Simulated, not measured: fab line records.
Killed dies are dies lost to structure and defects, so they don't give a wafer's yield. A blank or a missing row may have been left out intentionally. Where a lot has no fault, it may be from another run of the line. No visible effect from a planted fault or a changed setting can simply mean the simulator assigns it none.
A struck lot beside a sound one / flow ritCmos / 44 steps out of a route of 202
Sound: the wafers L843.2, L843.5, L843.6. Wafers struck: L848.1, L848.4, L848.6. Last of all comes the cause.
At each step with rows: each side's tool, then ch and its chambers, then its first start. Under that, the readings that differ: sound wafers / struck wafers / difference of the means / sigmas: that difference in standard deviations of wafers without a fault.
alike: words and numbers the same on both sides, and readings whose means are apart by under 2 such deviations; not compared: readings that were withheld, readings missing a value for some wafer, numbers with overlapping values and no deviation given by the record, and bounds like >300 which may hide the same value.
The two part at a step that has a row with sigmas, a row that says differs or no value, or rows on one side only. Numbers that have no deviation but don't overlap get no sigmas and don't part them. A reading that every wafer of one side lacks parts them only if that side has two wafers or more.

first, 4 steps without rows for these wafers: RIT_PLDD_SOFTBAKE_02 (time 60 s); RIT_PLDD_EXPOSE_03 (exposes mask M8, target cd 40900 nm); RIT_PLDD_PEB_04; RIT_PLDD_DEVELOP_05 (develop time 50 s).
RIT_PLDD_OVL_MEAS_06:
  struck on overlay-02, day 4 03:38; sound on overlay-02, day 3 07:45
  alike: PLDD_OVL
then, 2 steps without rows for these wafers: RIT_PLDD_HARDBAKE_07 (time 60 s); RIT_PLDD_IMPLANT_08.
RIT_PLDD_STRIP_09: strips in O2, time 180 s.
  sound on plasmaAsher-02 ch 0,1, day 3 08:05; struck on plasmaAsher-03 ch 0,1, day 4 03:58
  alike: drypumpMotorCurrentA
  not compared: rfHoursCounterH
RIT_PLDD_TW_MEAS_10:
  struck on filmMetro-01, day 4 04:08; sound on filmMetro-03, day 3 08:16
  alike: PLDD_TW
then, 3 steps without rows for these wafers: RIT_SPACER_CLEAN_00 (cleans in SC1, time 600 s); RIT_SPACER_CLEAN_01 (cleans in dHF, time 30 s); RIT_SPACER_CLEAN_02 (cleans in SC2, time 600 s).
RIT_SPACER_CVD_03: deposits Si3N4 from SiH2Cl2/NH3, target thk 250 nm, time 3300 s.
  sound on lpcvd-02 ch 1, day 3 08:41; struck on lpcvd-02 ch 0, day 4 04:43
reading=pressureMtorr (mTorr); sound=301.0 299.7 299.6; struck=359.9 360.7 360.5; difference=+60.3; sigmas=+99
reading=model.Si3N4_of_SPACER_CVD_03.thkNm (nm); sound=249.1 248 247.8; struck=264.2 262.7 263; difference=+15.0; sigmas=
  alike: zonePowerCentrePct, zonePowerSourcePct
RIT_SPACER_THK_MEAS_04:
  struck on filmMetro-02, day 4 07:36; sound on filmMetro-04, day 3 10:37
reading=SPACER_NITRIDE_THK (nm); sound=249.0 248.0 247.7; struck=264.4 262.7 262.9; difference=+15.1; sigmas=+6
RIT_SPACER_ETCHBACK_05: etches Si3N4 in SF6/CHF3, stops on SiO2, target depth 250 nm, time 240 s.
  sound on rieDiel-03 ch 0,1, day 3 10:40; struck on rieDiel-03 ch 0,2, day 4 07:40
reading=oesProductAu (a.u.); sound=0.851 0.849 0.825; struck=0.881 0.876 0.886; difference=+0.039; sigmas=+3
reading=model.etch.depthNm (nm); sound=249.1 248 247.8; struck=264.2 262.7 263; difference=+15.0; sigmas=
  alike: drypumpMotorCurrentA, throttleValvePct
  not compared: rfHoursCounterH
then, 6 steps without rows for these wafers: RIT_NSD_HMDS_00 (prime time 60 s); RIT_NSD_COAT_01 (resist thk 1000 nm); RIT_NSD_SOFTBAKE_02 (time 60 s); RIT_NSD_EXPOSE_03 (exposes mask M9, target cd 40700 nm); RIT_NSD_PEB_04; RIT_NSD_DEVELOP_05 (develop time 50 s).
RIT_NSD_OVL_MEAS_06:
  struck on overlay-02, day 4 08:47; sound on overlay-02, day 3 11:53
  alike: NSD_OVL
then, 2 steps without rows for these wafers: RIT_NSD_HARDBAKE_07 (time 60 s); RIT_NSD_IMPLANT_08.
RIT_NSD_STRIP_09: strips in O2, time 180 s.
  sound on plasmaAsher-01 ch 0,1, day 3 12:13; struck on plasmaAsher-04 ch 1, day 4 09:07
  alike: drypumpMotorCurrentA
  not compared: rfHoursCounterH
RIT_NSD_TW_MEAS_10:
  struck on filmMetro-01, day 4 09:17; sound on filmMetro-03, day 3 12:24
  alike: NSD_TW
then, 6 steps without rows for these wafers: RIT_PSD_HMDS_00 (prime time 60 s); RIT_PSD_COAT_01 (resist thk 1000 nm); RIT_PSD_SOFTBAKE_02 (time 60 s); RIT_PSD_EXPOSE_03 (exposes mask M10, target cd 40900 nm); RIT_PSD_PEB_04; RIT_PSD_DEVELOP_05 (develop time 50 s).
RIT_PSD_OVL_MEAS_06:
  struck on overlay-02, day 4 10:12; sound on overlay-01, day 3 13:26
  alike: PSD_OVL
then, 2 steps without rows for these wafers: RIT_PSD_HARDBAKE_07 (time 60 s); RIT_PSD_IMPLANT_08.
RIT_PSD_STRIP_09: strips in O2, time 180 s.
  sound on plasmaAsher-01 ch 0,1, day 3 13:46; struck on plasmaAsher-03 ch 0,1, day 4 10:32
  alike: drypumpMotorCurrentA
  not compared: rfHoursCounterH
RIT_PSD_TW_MEAS_10:
  struck on filmMetro-01, day 4 10:43; sound on filmMetro-04, day 3 13:57
  alike: PSD_TW
then, 3 steps without rows for these wafers: RIT_SDANNEAL_CLEAN_00 (cleans in SC1, time 600 s); RIT_SDANNEAL_CLEAN_01 (cleans in dHF, time 30 s); RIT_SDANNEAL_CLEAN_02 (cleans in SC2, time 600 s).
RIT_SDANNEAL_RTA_03: time 5 s.
  sound on rtpAnneal-01 ch 0, day 3 14:22; struck on rtpAnneal-02 ch 0, day 4 11:08
  alike: annealTempCMax, wafer_temp_C_max
RIT_SDANNEAL_RS_MEAS_04: uses a four-point probe to measure.
  struck on filmMetro-01, day 4 11:12; sound on filmMetro-03, day 3 14:26
  alike: PSD_RS
RIT_SILICIDE_WET_ETCH_00: etches SiO2 in BOE, target depth 14 nm, time 15 s.
  sound on wetBench-01 ch 0, day 3 14:54; struck on wetBench-01 ch 0, day 4 11:41
reading=model.Si3N4_of_SPACER_CVD_03.thkNm (nm); sound=195.2 194 192.1; struck=205.5 204.4 204.4; difference=+11.0; sigmas=
RIT_M1_PROBE_99:
  struck on prober-01, day 4 18:45; sound on prober-02, day 3 22:13
reading=model.etest.nwellPinched.rsOhmSq; sound=333.9 334 337.8; struck=329.6 330.7 331.6; difference=-4.6; sigmas=
  alike: killed_at_M0_to_M3, killedAtFrontEnd, killedDies, killedOpen, killedShort
  not compared: model.etest.diodeNplusComb.cjFfUm2

## WHERE THEY PART
Earliest at RIT_SPACER_CVD_03; latest, in this record, at RIT_SPACER_ETCHBACK_05. Later steps at which nothing parts them and some readings are alike: RIT_NSD_OVL_MEAS_06, RIT_NSD_STRIP_09, RIT_NSD_TW_MEAS_10, RIT_PSD_OVL_MEAS_06, RIT_PSD_STRIP_09, RIT_PSD_TW_MEAS_10, RIT_SDANNEAL_RTA_03, RIT_SDANNEAL_RS_MEAS_04, RIT_M1_PROBE_99.

WHY: the cause the simulator had injected
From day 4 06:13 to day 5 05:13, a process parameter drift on lpcvd-02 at RIT_SPACER_CVD_03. Setting pressureMtorr shifted by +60 from 300. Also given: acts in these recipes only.
